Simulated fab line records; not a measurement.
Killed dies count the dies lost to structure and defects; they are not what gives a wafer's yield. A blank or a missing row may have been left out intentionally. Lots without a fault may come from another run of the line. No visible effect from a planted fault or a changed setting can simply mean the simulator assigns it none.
fab line records | flow ritCmos
record lots=6 | wafers=18 | lastDay=7
route steps=202 shown PSD@144 SDANNEAL@153 M1@202
lots with no fault: from the same line, run without faults
startH: start of the lot's first displayed wafer, in hours after the record's first day | waitH: hours from the lot's prior step to this one | " identical to the entry in the row above | L1.1+2: a row that stands for several wafers | - no value, or no start given | * or withheld: withheld | < > ~ a bound
route shown NAME@n: a module of which the file shows steps, and the number in the route of the first | usual: average and standard deviation across the fault-free wafers | same: alike in all rows | chamber/n: place in a boat | sites: readings site by site | _std_site: their standard deviation | _edge_site: the outer-site mean with the inner-site mean subtracted | radiusMm: for every site, how far away it sits from the centre of the wafer | mask NAME#n: copy n | behind: the tool/chamber that last shaped the wafer | hold: the reason the lot was held/the length of the hold in hours/how it ended | device: the n, p or np transistor that did not switch | end of line: the same wafers' tests at the end of the route | for a step that has no rows: nothing shown but its recipe | killed: at the first sort, the dies lost to defects and structure; wafer yield is something else | map: a wafer's dies, marking killed ones x, the rest . and places with no die _
set.NAME: the setting that was run; set.NAME@STEP: the one run at that earlier step | model.NAME: the simulator's own value behind a step, which no gauge read
certain route steps with their lots: each step a table, each wafer a row
services: a tool's chamber out of use, with start hour (startH, from the record's first day; less than 0 if before it), hours out, and reason
## steps
# step RIT_PSD_SOFTBAKE_02
# recipe resist=NOVOLAK | tempC=90 | timeS=60
# step RIT_PSD_EXPOSE_03
# recipe maskId=M10 | na=0.57 | targetCdNm=40900 | doseMj=250
# step RIT_PSD_PEB_04
# recipe resist=NOVOLAK | tempC=withheld | timeS=withheld
# step RIT_PSD_DEVELOP_05
# recipe resist=NOVOLAK | developTimeS=50 | devTempC=23
# step RIT_PSD_OVL_MEAS_06
# usual PSD_OVL=0.5/1.4
lot.wafer | tool       | chamber | startH | waitH | PSD_OVL[nm]
L724.4    | overlay-01 | -       | 58.97  | -     | 2.1
L724.5    | "          | -       | "      | "     | 2.2
L724.6    | "          | -       | "      | "     | 2.0
L729.1    | overlay-01 | -       | 83.59  | -     | 0.5
L729.3    | "          | -       | "      | "     | -0.5
L729.6    | "          | -       | "      | "     | 1.1
L731.2    | overlay-01 | -       | 93.17  | -     | -1.3
L731.3    | "          | -       | "      | "     | 0.5
L731.5    | "          | -       | "      | "     | 0.0
L738.1    | overlay-02 | -       | 128.55 | -     | 0.0
L738.2    | "          | -       | "      | "     | 0.4
L738.5    | "          | -       | "      | "     | 1.2
L742.1    | overlay-01 | -       | 149.02 | -     | 0.0
L742.4    | "          | -       | "      | "     | -0.8
L742.6    | "          | -       | "      | "     | 0.4
L743.1    | overlay-01 | -       | 153.14 | -     | -0.9
L743.4    | "          | -       | "      | "     | -2.3
L743.5    | "          | -       | "      | "     | -1.0
# step RIT_PSD_HARDBAKE_07
# recipe resist=NOVOLAK | tempC=140 | timeS=60
# step RIT_PSD_IMPLANT_08
# recipe species=BF2 | energyKev=27 | doseCm2=5e+15 | tiltDeg=7
# step RIT_PSD_STRIP_09
# recipe chemistry=O2 | timeS=180 | resist=NOVOLAK | platenTempC=withheld | powerW=500 | pressureMtorr=4000 | o2FlowSccm=4000
# usual drypumpMotorCurrentA=5.6/0.52
lot.wafer | tool           | chamber | startH | waitH | drypumpMotorCurrentA | rfHoursCounterH
L724.4    | plasmaAsher-02 | 1       | 59.35  | 0.1   | 6.6                  | -
L724.5    | "              | 1       | "      | "     | 6.6                  | -
L724.6    | "              | 0       | "      | "     | 5.2                  | -
L729.1    | plasmaAsher-03 | 0       | 83.93  | 0.1   | 5.6                  | 44
L729.3    | "              | 0       | "      | "     | 5.6                  | -
L729.6    | "              | 0       | "      | "     | 5.6                  | -
L731.2    | plasmaAsher-03 | 0       | 93.50  | 0.1   | 5.6                  | 45
L731.3    | "              | 0       | "      | "     | 5.7                  | -
L731.5    | "              | 1       | "      | "     | 5.6                  | -
L738.1    | plasmaAsher-03 | 0       | 128.89 | 0.1   | 5.6                  | 1
L738.2    | "              | 1       | "      | "     | 5.6                  | 1
L738.5    | "              | 1       | "      | "     | 5.6                  | -
L742.1    | plasmaAsher-02 | 1       | 149.36 | 0.1   | 6.6                  | 52
L742.4    | "              | 1       | "      | "     | 6.6                  | -
L742.6    | "              | 1       | "      | "     | 6.6                  | -
L743.1    | plasmaAsher-02 | 0       | 153.48 | 0.1   | 5.2                  | 52
L743.4    | "              | 1       | "      | "     | 6.6                  | -
L743.5    | "              | 1       | "      | "     | 6.6                  | -
# step RIT_PSD_TW_MEAS_10
# usual PSD_TW=3425/20
lot.wafer | tool         | chamber | startH | waitH | PSD_TW
L724.4    | filmMetro-01 | -       | 59.50  | 0.1   | 3393
L724.5    | "            | -       | "      | "     | 3370
L724.6    | "            | -       | "      | "     | 3401
L729.1    | filmMetro-02 | -       | 84.10  | 0.1   | 3419
L729.3    | "            | -       | "      | "     | 3432
L729.6    | "            | -       | "      | "     | 3417
L731.2    | filmMetro-01 | -       | 93.69  | 0.1   | 3419
L731.3    | "            | -       | "      | "     | 3418
L731.5    | "            | -       | "      | "     | 3424
L738.1    | filmMetro-01 | -       | 129.06 | 0.1   | 3422
L738.2    | "            | -       | "      | "     | 3434
L738.5    | "            | -       | "      | "     | 3434
L742.1    | filmMetro-02 | -       | 149.53 | 0.1   | 3464
L742.4    | "            | -       | "      | "     | 3438
L742.6    | "            | -       | "      | "     | 3436
L743.1    | filmMetro-01 | -       | 153.65 | 0.1   | 3420
L743.4    | "            | -       | "      | "     | 3409
L743.5    | "            | -       | "      | "     | 3417
# step RIT_SDANNEAL_CLEAN_00
# recipe chemistry=SC1 | mix=3:3:50 | timeS=600 | tempC=75
# step RIT_SDANNEAL_CLEAN_01
# recipe chemistry=dHF | dilution=50:1 | timeS=30
# step RIT_SDANNEAL_CLEAN_02
# recipe chemistry=SC2 | mix=3:3:50 | timeS=600 | tempC=75 | dry=n2Spin
# step RIT_SDANNEAL_RTA_03
# recipe tempC=1050 | timeS=5 | idleTempC=600 | rampUpCPerS=342 | rampDownCPerS=171 | coolToC=600 | ambient=N2
# usual chamberO2Ppm=2.000/0.021 | rampUpCPerS=341.99/0.056 | wafer_temp_C_max=1053.5/1.2
lot.wafer | tool         | chamber | startH | waitH | chamberO2Ppm | rampUpCPerS | wafer_temp_C_max
L724.4    | rtpAnneal-02 | 0       | 59.92  | 0.0   | 1.997        | 341.92      | 1053.0
L724.5    | "            | 0       | "      | "     | 2.003        | 341.96      | 1053.8
L724.6    | "            | 0       | "      | "     | 1.989        | 342.04      | 1053.0
L729.1    | rtpAnneal-01 | 0       | 84.53  | 0.0   | 2.005        | 342.05      | 1053.9
L729.3    | "            | 0       | "      | "     | 2.018        | 342.04      | 1055.6
L729.6    | "            | 0       | "      | "     | 2.062        | 342.02      | 1053.8
L731.2    | rtpAnneal-01 | 0       | 94.14  | 0.0   | 2.015        | 342.00      | 1052.9
L731.3    | "            | 0       | "      | "     | 2.009        | 342.11      | 1054.0
L731.5    | "            | 0       | "      | "     | 1.998        | 342.06      | 1054.7
L738.1    | rtpAnneal-02 | 0       | 129.49 | 0.0   | 1.977        | 342.02      | 1054.2
L738.2    | "            | 0       | "      | "     | 2.007        | 341.98      | 1053.3
L738.5    | "            | 0       | "      | "     | 2.017        | 341.98      | 1054.9
L742.1    | rtpAnneal-02 | 0       | 149.96 | 0.0   | 1.981        | 341.95      | 1051.8
L742.4    | "            | 0       | "      | "     | 2.002        | 341.81      | 1053.0
L742.6    | "            | 0       | "      | "     | 2.035        | 342.00      | 1051.9
L743.1    | rtpAnneal-01 | 0       | 154.08 | 0.0   | 1.987        | 342.08      | 1052.1
L743.4    | "            | 0       | "      | "     | 1.953        | 341.97      | 1052.3
L743.5    | "            | 0       | "      | "     | 1.971        | 342.01      | 1056.5
# step RIT_SDANNEAL_RS_MEAS_04
# recipe thkMeasGauge=four-point-probe
# usual PSD_RS=116.1/0.3
lot.wafer | tool         | chamber | startH | waitH | hold                    | PSD_RS[ohm/sq]
L724.4    | filmMetro-02 | -       | 60.01  | 0.1   | -                       | 116.2
L724.5    | "            | -       | "      | "     | -                       | 116.1
L724.6    | "            | -       | "      | "     | -                       | 116.3
L729.1    | filmMetro-04 | -       | 84.64  | 0.1   | awaitDispo/0.2h/release | 98.1
L729.3    | "            | -       | "      | "     | awaitDispo/0.2h/release | 97.9
L729.6    | "            | -       | "      | "     | awaitDispo/0.2h/release | 98.4
L729.1    | filmMetro-04 | -       | 85.00  | 0.3   | -                       | 98.0
L729.3    | "            | -       | "      | "     | -                       | 98.1
L729.6    | "            | -       | "      | "     | -                       | 98.1
L731.2    | filmMetro-01 | -       | 94.36  | 0.2   | awaitDispo/0.2h/release | 97.6
L731.3    | "            | -       | "      | "     | awaitDispo/0.2h/release | 97.6
L731.5    | "            | -       | "      | "     | awaitDispo/0.2h/release | 97.8
L731.2    | filmMetro-01 | -       | 94.72  | 0.3   | -                       | 97.6
L731.3    | "            | -       | "      | "     | -                       | 97.6
L731.5    | "            | -       | "      | "     | -                       | 97.8
L738.1    | filmMetro-02 | -       | 129.55 | 0.0   | -                       | 116.4
L738.2    | "            | -       | "      | "     | -                       | 116.1
L738.5    | "            | -       | "      | "     | -                       | 116.3
L742.1    | filmMetro-01 | -       | 150.02 | 0.0   | -                       | 116.3
L742.4    | "            | -       | "      | "     | -                       | 116.2
L742.6    | "            | -       | "      | "     | -                       | 116.1
L743.1    | filmMetro-04 | -       | 154.14 | 0.0   | -                       | 116.5
L743.4    | "            | -       | "      | "     | -                       | 116.2
L743.5    | "            | -       | "      | "     | -                       | 116.2
# step RIT_M1_PROBE_99
# usual defectLimitedYield=97.3/1.3 | killed_at_M0_to_M3=0.0/0.14 | killedAtFrontEnd=7/3.4 | killedDies=7/3.4 | killedOpen=3.3/2 | killedShort=3.8/2.4 | sort_bin_3_pad_short=0.1/0.24 | sort_bin_5_function=1.5/0.86 | sort_bin_6_memory=1.0/0.74 | sortNPass=257/3.4 | sortYieldPct=97.3/1.3
# same grossDies=264 | killed_at_M4_up=0 | killedAtBackSide=0 | killedAtContacts=0 | killedAtOther=0
lot.wafer | tool      | chamber | startH | waitH | defectLimitedYield[%] | killed_at_M0_to_M3 | killedAtFrontEnd | killedDies | killedOpen | killedShort | sort_bin_3_pad_short[%] | sort_bin_5_function[%] | sort_bin_6_memory[%] | sortNPass | sortYieldPct[%]
L724.4    | prober-02 | -       | 67.75  | 0.2   | 97.7                  | 0                  | 6                | 6          | 3          | 3           | 0.4                     | 1.1                    | 0.8                  | 258       | 97.7
L724.5    | prober-02 | -       | 67.80  | 0.2   | 97.7                  | 0                  | 6                | 6          | 3          | 3           | 0                       | 1.5                    | 0.8                  | 258       | 97.7
L724.6    | prober-02 | -       | 67.85  | 0.2   | 99.2                  | 0                  | 2                | 2          | 1          | 1           | 0                       | 0.8                    | 0                    | 262       | 99.2
L742.1    | prober-02 | -       | 158.44 | 0.1   | 95.5                  | 0                  | 12               | 12         | 8          | 4           | 0                       | 1.9                    | 2.7                  | 252       | 95.5
L742.4    | prober-02 | -       | 158.59 | 0.2   | 98.1                  | 0                  | 5                | 5          | 2          | 3           | 0.4                     | 0                      | 1.5                  | 259       | 98.1
L742.6    | prober-02 | -       | 158.69 | 0.2   | 97.3                  | 0                  | 7                | 7          | 2          | 5           | 0                       | 1.9                    | 0.8                  | 257       | 97.3
# killed by level:class
L724.4 SILICIDE:geometricParticle:short=2 SILICIDE:geometricParticle:open=2 GATE:geometricParticle:short=1 SPACER:geometricParticle:open=1
L724.5 GATE:geometricParticle:short=3 FOX2:geometricParticle:open=1 REOX:geometricParticle:open=1 SPACER:geometricParticle:open=1
L724.6 GATE:geometricParticle:short=1 SILICIDE:geometricParticle:open=1
L742.1 GATE:geometricParticle:open=5 FOX1:geometricParticle:short=2 FOX2:geometricParticle:open=1 GATE:geometricParticle:short=1 REOX:geometricParticle:open=1 SPACER:geometricParticle:short=1 SILICIDE:geometricParticle:open=1
L742.4 GATE:geometricParticle:short=2 FOX1:geometricParticle:short=1 GATE:geometricParticle:open=1 SPACER:geometricParticle:open=1
L742.6 GATE:geometricParticle:short=3 FOX1:geometricParticle:short=1 SPACER:geometricParticle:open=1 SILICIDE:geometricParticle:short=1 SILICIDE:geometricParticle:open=1
## services
tool           | chamber | startH | hours | kind
plasmaAsher-03 | -       | 108.75 | 9.0   | pm
plasmaAsher-03 | 0       | 108.75 | 9.0   | ventCycle
plasmaAsher-03 | 1       | 108.75 | 9.0   | ventCycle
plasmaAsher-03 | 0       | 117.75 | -     | clean
plasmaAsher-03 | 1       | 117.75 | -     | clean
plasmaAsher-03 | -       | 137.99 | 23.6  | repair
## key
firstSign step=RIT_SDANNEAL_RS_MEAS_04 | reading=visit | direction=added
effect step=RIT_SDANNEAL_RS_MEAS_04 | reading=PSD_RS | direction=down | sigmas=60 | usual=116.1 | struck=97.9
metAt RIT_SDANNEAL_RTA_03
struckWafers L729.1,L729.3,L729.6,L731.2,L731.3,L731.5
scrappedBehind RIT_SDANNEAL_RS_MEAS_04 L729.1,L729.3,L729.6,L731.2,L731.3,L731.5
fault kind=processParameterDrift | tool=rtpAnneal-01 | chamber=- | onsetH=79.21 | steps=RIT_SDANNEAL_RTA_03 | channel=timeS | offset=* | shape=step | endH=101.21 | actsIn=* | stated=*
